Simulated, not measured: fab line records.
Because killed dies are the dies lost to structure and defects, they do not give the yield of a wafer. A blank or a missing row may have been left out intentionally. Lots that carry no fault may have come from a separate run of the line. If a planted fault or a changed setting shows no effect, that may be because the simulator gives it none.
Code-filled problem report in 8D (eight disciplines) form | flow ritCmos | the parts of the form that need people (team, actions taken, sign-off) are left out

1. WHAT WENT WRONG
PSD_TW at RIT_PSD_TW_MEAS_10 reads a mean of 3305 on 6 wafers of 2 lots; wafers without a fault read 3439 with a standard deviation of 19. Relative to the usual mean, that is a shift of -7.1 standard deviations.
The first sign was on wafer L910.1 at day 6 01:28, on filmMetro-03. At this step, 42 wafers from 14 lots have a number in the record. By rule, "out" or "out of limits" means more than 4 standard deviations away from the usual mean. Any other wafer with a number is counted as sound.

2. WHAT IT IS, AND WHAT IT ISN'T
question                    | is                         | is not
which readings at this step | PSD_TW                     | -
which lots                  | L910, L912                 | L896, L898, L899, L900, L901, L902, L903, L914, L915, L916, L917, L918
which wafers of those lots  | all that have a number     | -
read on which gauges        | filmMetro-03, filmMetro-04 | filmMetro-01
when                        | from day 6 01:28           | up to then (21 sound wafers); but 15 sound wafers of L914, L915, L916, L917, L918 came after

3. SUSPECTS, AND WHAT RULES EACH OUT
Counting: any tool at a process step up to the reading is kept as a suspect provided that every lot that is out went through it and no sound lot did after the first of them.
- ruled out: the gauge at RIT_PSD_TW_MEAS_10. 2 gauges (filmMetro-03, filmMetro-04) read the wafers that are out.
- implanter-01 at RIT_PSD_IMPLANT_08: kept. Every lot that is out went through it, starting with L910 (day 6 01:00), and after that it ran no sound lot; the last sound lot it ran before then is L903 (day 4 11:17). Its own beamEnergyKeV readings are out on those wafers.
Remaining after the count: implanter-01 at RIT_PSD_IMPLANT_08.

4. THE CAUSE (what the simulator had put in)
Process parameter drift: implanter-01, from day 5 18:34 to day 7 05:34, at RIT_PSD_IMPLANT_08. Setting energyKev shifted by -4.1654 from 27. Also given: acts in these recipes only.
This tool alone remained once counting was done.

5. SEQUENCE OF EFFECTS, ordered by route
One row per reading whose mean, taken over the struck wafers that have a number, lies over 3 standard deviations from the usual. Only readings for which the record gives a usual standard deviation are gone through. hours: the time from each lot's start at the first step in this table that gives one to its start at this step, as a median over the lots. sigmas: the change in usual standard deviations.
hours | step                    | reading       | usual         | on struck wafers | change | sigmas
0     | RIT_PSD_IMPLANT_08      | beamEnergyKeV | 27.003        | 22.835           | -4.168 | -99 or more
0     | RIT_PSD_TW_MEAS_10      | PSD_TW        | 3439          | 3305             | -134   | -7.1
1     | RIT_SDANNEAL_RS_MEAS_04 | PSD_RS        | 115.93 ohm/sq | 126.22           | +10.29 | +43
The process steps in it:
- RIT_PSD_IMPLANT_08
Later steps that measure or inspect, where all struck wafers having a row at the step show a number for every such reading and not one has moved that far: RIT_SDANNEAL_RS_MEAS_07, RIT_M1_CD_MEAS_90.

6. HOW IT WOULD HAVE BEEN CAUGHT EARLIER
Counted from the fault's start at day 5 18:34, it took 7 hours until the first out-of-limits reading at a measuring or inspecting step in this record, taken at day 6 01:28.
The tool's own readings at RIT_PSD_IMPLANT_08 were out on every struck wafer that the step has a row for (beamEnergyKeV): an alarm limit on them would have fired on the first of those.
Lots out: 2; of these, L912 started RIT_PSD_IMPLANT_08 on implanter-01 after day 6 01:28. A hold on the tool at that time would have spared it.
